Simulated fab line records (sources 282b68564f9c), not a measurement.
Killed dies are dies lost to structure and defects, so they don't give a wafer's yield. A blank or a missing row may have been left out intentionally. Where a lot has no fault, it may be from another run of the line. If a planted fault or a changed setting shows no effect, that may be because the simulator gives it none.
fab line records    flow rit_cmos    part 2 of 2: steps 32 to 44 of 44
record: lots: 5  wafers: 15  last_day: 7
route steps=202 shown NSD@139 PSD@142 SDANNEAL@153 PLDD@159 NLDD@160 SILICIDE@161 CONTACT@168
lots that met no fault: from a run of the same line without faults
start_h: hours from the record's first day to the start of the lot's first wafer shown    wait_h: hours since the lot's step before    " the same as in the row above    L1.1+2: one row covering several wafers at once    - no value, or no start was given    * or withheld: withheld    < > ~ a bound
route shown NAME@n: names a module that has steps shown in the file, with the first one's number in the route    usual: average and standard deviation across the fault-free wafers    same: alike in all rows    chamber/n: place in a boat    sites: the reading at each site    _std_site: their standard deviation    _edge_site: inner sites' mean taken away from outer sites' mean    radius_mm: for every site, how far away it sits from the centre of the wafer    mask NAME#n: copy n    behind: the tool/chamber that last shaped the wafer    hold: cause of the lot's hold/its duration in hours/its outcome    device: transistor that didn't switch, given as n, p or np    end of line: tests of these same wafers at the route's end    for a step that has no rows: nothing shown but its recipe    killed: dies lost to structure and defects at the first sort, not the wafer's yield    map: per-die view of a wafer (x killed, . not killed, _ where there is no die)
set.NAME: the setting that was run; set.NAME@STEP: the one run at that earlier step    model.NAME: the simulator's own value behind a step, which no gauge read
lots seen at some steps along the route; tables by step, rows by wafer
services: the hour from which a tool's chamber was out of use, counted from the record's first day as start_h (under 0 if before that day), plus the number of hours and why
== steps ==
step: RIT_CONTACT_HMDS_02
recipe: prime_time_s: 60  prime_temp_c: 140
lot.wafer   tool            chamber  start_h  wait_h
L074.2+3+5  litho_track-03  0        57.22    0.1
L080.2+3+6  litho_track-02  0        83.68    0.1
L082.1+2+4  litho_track-04  0        93.20    0.1
L090.2+3+4  litho_track-03  0        138.26   0.1
L093.2+4+5  litho_track-02  0        164.91   0.1
step: RIT_CONTACT_COAT_03
recipe: resist: NOVOLAK  spin_rpm: 3250  resist_thk_nm: 1000
lot.wafer   tool            chamber  start_h  wait_h
L074.2+3+5  litho_track-03  0        57.37    0.1
L080.2+3+6  litho_track-02  0        83.83    0.1
L082.1+2+4  litho_track-04  0        93.35    0.1
L090.2+3+4  litho_track-03  0        138.41   0.1
L093.2+4+5  litho_track-02  0        165.06   0.1
step: RIT_CONTACT_SOFTBAKE_04
recipe: resist: NOVOLAK  temp_c: 90  time_s: 60
same: time_s: 60
lot.wafer   tool            chamber  start_h  wait_h
L074.2+3+5  litho_track-03  0        57.52    0.1
L080.2+3+6  litho_track-02  0        83.98    0.1
L082.1+2+4  litho_track-04  0        93.50    0.1
L090.2+3+4  litho_track-03  0        138.56   0.1
L093.2+4+5  litho_track-02  0        165.21   0.1
step: RIT_CONTACT_EXPOSE_05
recipe: mask_id: M11  na: 0.6  source_shape: conventional  sigma_outer: 0.5  target_cd_nm: 1000  dose_mj: 250
lot.wafer   tool              chamber  start_h  wait_h  mask
L074.2+3+5  iline_stepper-01  0        57.79    0.2     M11#0
L080.2+3+6  iline_stepper-02  0        84.12    0.1     M11#0
L082.1+2+4  iline_stepper-01  0        93.65    0.1     M11#0
L090.2+3+4  iline_stepper-02  0        138.83   0.2     M11#0
L093.2+4+5  iline_stepper-02  0        165.36   0.1     M11#0
step: RIT_CONTACT_PEB_06
recipe: resist: NOVOLAK  temp_c: withheld  time_s: withheld
lot.wafer   tool            chamber  start_h  wait_h
L074.2+3+5  litho_track-04  0        57.91    0.1
L080.2+3+6  litho_track-02  0        84.24    0.1
L082.1+2+4  litho_track-03  0        93.76    0.1
L090.2+3+4  litho_track-04  0        138.95   0.1
L093.2+4+5  litho_track-02  0        165.48   0.1
step: RIT_CONTACT_DEVELOP_07
recipe: resist: NOVOLAK  develop_time_s: 120  dev_temp_c: 23
lot.wafer   tool            chamber  start_h  wait_h
L074.2+3+5  litho_track-04  0        -        -
L080.2+3+6  litho_track-02  0        -        -
L082.1+2+4  litho_track-03  0        -        -
L090.2+3+4  litho_track-04  0        -        -
L093.2+4+5  litho_track-02  0        -        -
step: RIT_CONTACT_CD_MEAS_08
recipe: target_cd_nm: 1000
usual: cd_nm: 1000.5/2.2
lot.wafer  tool       chamber  start_h  wait_h  cd_nm
L074.2     cd_sem-02  -        58.31    -       1002.6
L074.3     "          -        "        "       1004.6
L074.5     "          -        "        "       1002.6
L080.2     cd_sem-02  -        84.64    -       997.9
L080.3     "          -        "        "       1001.8
L080.6     "          -        "        "       998.7
L082.1     cd_sem-01  -        94.16    -       998.4
L082.2     "          -        "        "       998.3
L082.4     "          -        "        "       997.8
L090.2     cd_sem-01  -        139.35   -       1003.0
L090.3     "          -        "        "       1004.0
L090.4     "          -        "        "       1004.7
L093.2     cd_sem-02  -        165.87   -       998.6
L093.4     "          -        "        "       998.3
L093.5     "          -        "        "       999.4
step: RIT_CONTACT_OVL_MEAS_09
usual: CONTACT_OVL: 0.5/1.7
lot.wafer  tool        chamber  start_h  wait_h  CONTACT_OVL[nm]
L074.2     overlay-01  -        58.41    0.1     1.8
L074.3     "           -        "        "       0.6
L074.5     "           -        "        "       0.3
L080.2     overlay-02  -        84.74    0.1     0.1
L080.3     "           -        "        "       -1.1
L080.6     "           -        "        "       2.4
L082.1     overlay-01  -        94.28    0.1     0.1
L082.2     "           -        "        "       -0.8
L082.4     "           -        "        "       -0.9
L090.2     overlay-01  -        139.45   0.1     1.2
L090.3     "           -        "        "       -0.7
L090.4     "           -        "        "       0.1
L093.2     overlay-02  -        165.98   0.1     -0.5
L093.4     "           -        "        "       2.4
L093.5     "           -        "        "       1.0
step: RIT_CONTACT_HARDBAKE_10
recipe: resist: NOVOLAK  temp_c: 140  time_s: 60
same: time_s: 60
lot.wafer   tool            chamber  start_h  wait_h
L074.2+3+5  litho_track-04  0        58.47    0.0
L080.2+3+6  litho_track-03  0        84.80    0.0
L082.1+2+4  litho_track-02  0        94.32    0.0
L090.2+3+4  litho_track-03  0        139.51   0.0
L093.2+4+5  litho_track-04  0        166.04   0.0
step: RIT_CONTACT_ETCH_11
recipe: target_depth_a: 4800  over_etch_frac: 0.2  stop_on: TiSi2  chemistry: CHF3/CF4/Ar  target: SiO2  CHF3_flow_sccm: 50  cf4_flow_sccm: 10  Ar_flow_sccm: 100  O2_flow_sccm: 5  pressure_mtorr: 100  rf_w: 200  time_s: 320
usual: drypump_motor_current_A: 5.7/0.34  oes_product_au: 0.991/0.015  throttle_valve_pct: 8.84/0.12
same: time_s: 320
lot.wafer  tool         chamber  start_h  wait_h  drypump_motor_current_A  oes_product_au  rf_hours_counter_h  throttle_valve_pct
L074.2     rie_diel-02  3        58.59    0.1     5.5                      0.982           79                  8.77
L074.3     "            2        "        "       5.3                      1.000           9                   8.81
L074.5     "            1        "        "       6.0                      1.023           -                   8.95
L080.2     rie_diel-03  0        84.92    0.1     6.0                      0.977           86                  8.83
L080.3     "            1        "        "       5.3                      0.989           44                  8.57
L080.6     "            0        "        "       6.0                      0.974           -                   8.83
L082.1     rie_diel-02  1        94.47    0.1     6.0                      1.027           38                  8.95
L082.2     "            3        "        "       5.5                      0.979           80                  8.77
L082.4     "            0        "        "       5.9                      1.006           -                   8.92
L090.2     rie_diel-02  3        139.63   0.1     5.5                      0.984           81                  8.77
L090.3     "            2        "        "       5.3                      1.000           11                  8.81
L090.4     "            2        "        "       5.3                      1.003           -                   8.82
L093.2     rie_diel-03  3        166.16   0.1     5.9                      0.983           120                 8.94
L093.4     "            2        "        "       6.4                      0.997           107                 8.85
L093.5     "            3        "        "       5.9                      0.991           -                   8.94
step: RIT_CONTACT_STRIP_12
recipe: chemistry: O2  time_s: 180  resist: NOVOLAK  platen_temp_c: withheld  power_w: 500  pressure_mtorr: 4000  o2_flow_sccm: 4000
usual: drypump_motor_current_A: 5.6/0.56  rf_refl_power_W: 8.1/1.2
same: time_s: 180
lot.wafer  tool             chamber  start_h  wait_h  drypump_motor_current_A  rf_hours_counter_h  rf_refl_power_W
L074.2     plasma_asher-01  1        58.79    0.1     5.2                      41                  9.6
L074.3     "                0        "        "       5.1                      -                   6.4
L074.5     "                0        "        "       5.1                      -                   6.2
L080.2     plasma_asher-03  1        85.12    0.1     5.7                      44                  8.5
L080.3     "                0        "        "       6.1                      -                   9.4
L080.6     "                1        "        "       5.7                      -                   8.2
L082.1     plasma_asher-01  0        94.66    0.1     5.1                      44                  6.2
L082.2     "                1        "        "       5.2                      44                  9.2
L082.4     "                0        "        "       5.1                      -                   6.1
L090.2     plasma_asher-02  0        139.83   0.1     6.5                      35                  8.9
L090.3     "                1        "        "       5.1                      -                   6.8
L090.4     "                0        "        "       6.5                      -                   8.8
L093.2     plasma_asher-02  0        166.36   0.1     6.5                      37                  8.3
L093.4     "                1        "        "       5.1                      -                   6.9
L093.5     "                1        "        "       5.1                      -                   7.0
step: RIT_CONTACT_CD_MEAS_90
recipe: target_cd_nm: 1000
usual: cd_nm: 1000.5/2.3
lot.wafer  tool       chamber  start_h  wait_h  cd_nm
L074.2     cd_sem-02  -        58.98    0.1     1002.5
L074.3     "          -        "        "       1005.2
L074.5     "          -        "        "       1002.6
L080.2     cd_sem-01  -        85.31    0.1     997.8
L080.3     "          -        "        "       1001.5
L080.6     "          -        "        "       998.7
L082.1     cd_sem-01  -        94.84    0.1     998.3
L082.2     "          -        "        "       998.1
L082.4     "          -        "        "       997.6
L090.2     cd_sem-01  -        140.02   0.1     1002.7
L090.3     "          -        "        "       1004.2
L090.4     "          -        "        "       1004.2
L093.2     cd_sem-02  -        166.55   0.1     998.7
L093.4     "          -        "        "       997.7
L093.5     "          -        "        "       999.2
step: RIT_CONTACT_CLEAN_13
recipe: chemistry: SC1  mix: 3:3:50  time_s: 600  temp_c: 75
same: time_s: 600
lot.wafer   tool          chamber  start_h  wait_h
L074.2+3+5  wet_bench-02  0        59.08    0.1
L080.2+3+6  wet_bench-02  2        85.41    0.1
L082.1+2+4  wet_bench-01  3        94.96    0.1
L090.2+3+4  wet_bench-02  0        140.12   0.1
L093.2+4+5  wet_bench-04  0        166.65   0.1
== services ==
tool              chamber  start_h  hours  kind
rie_diel-03       -        37.04    14.6   pm
pvd_sputter-02    -        37.07    0.5    repair
implanter-02      -        38.81    0.6    repair
rie_diel-02       3        46.14    5.7    repair
rie_diel-02       1        50.24    1.8    repair
implanter-02      -        51.31    1.7    repair
pecvd-03          2        52.64    9.3    repair
implanter-03      -        53.99    5.0    repair
implanter-02      -        57.66    3.1    repair
implanter-01      -        66.37    3.4    repair
plasma_asher-01   -        74.82    4.1    repair
pvd_sputter-02    -        84.21    5.0    repair
rie_diel-02       2        88.63    11.1   repair
implanter-04      -        93.65    2.1    repair
rie_diel-02       3        104.91   3.5    repair
iline_stepper-02  -        106.63   9.2    repair
plasma_asher-04   -        108.75   9.0    pm
implanter-04      -        110.63   26.5   pm
plasma_asher-02   -        114.45   7.6    repair
wet_bench-02      -        118.83   8.3    repair
pvd_sputter-02    -        120.75   1.9    repair
implanter-01      -        132.09   2.8    pm
pecvd-04          2        137.67   1.9    repair
rie_diel-02       0        138.19   7.3    repair
